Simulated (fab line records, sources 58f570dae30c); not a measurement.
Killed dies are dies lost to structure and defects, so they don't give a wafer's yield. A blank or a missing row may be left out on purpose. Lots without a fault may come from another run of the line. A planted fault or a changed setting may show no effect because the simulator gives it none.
Chamber matching | flow berkeley_cmos170 | UCB170_V2_CMP_02 on cmp-02: 4 sister chambers
The step polishes SiO2. 4 wafers are shown with their chamber, then 7 later ones without.

WAFERS WITH THEIR CHAMBER
wafer  | chamber | motor_current_A (A)
L120.4 | 0       | 14.4
L133.6 | 1       | 17.9
L136.2 | 2       | 14.5
L136.3 | 3       | 15.4

WAFERS WITHOUT THEIR CHAMBER
wafer  | motor_current_A (A)
L136.6 | 17.7
L135.2 | 14.5
L135.4 | 15.3
L135.5 | 17.1
L138.2 | 14.7
L138.5 | 18.5
L138.6 | 13.9

WHICH CHAMBER EACH WENT THROUGH
wafer  | from the rows above          | in truth
L136.6 | 1                            | 1
L135.2 | can't be placed: 2 or 0      | 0
L135.4 | can't be placed: 3 or 2 or 0 | 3
L135.5 | 1                            | 1
L138.2 | can't be placed: 2 or 0 or 3 | 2
L138.5 | 1                            | 1
L138.6 | can't be placed: 0 or 2      | 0
Placed correctly: 3 of 7. Can't be placed from these rows: 4 (the true chamber is among the candidates in 4). Placed wrongly: 0.
How it was worked out, from the rows above alone: a wafer's distance from a chamber is the root of the sum, over the readings, of the square of ((its reading less the chamber's mean) divided by the reading's scatter). The wafer belongs to the nearest chamber; if the next one is less than 2 further off, it can't be placed. A chamber's mean is the mean of its shown wafers. The scatter: with one shown wafer a chamber, the root of the mean of the squares of how far each hidden wafer lies from its nearest shown one.
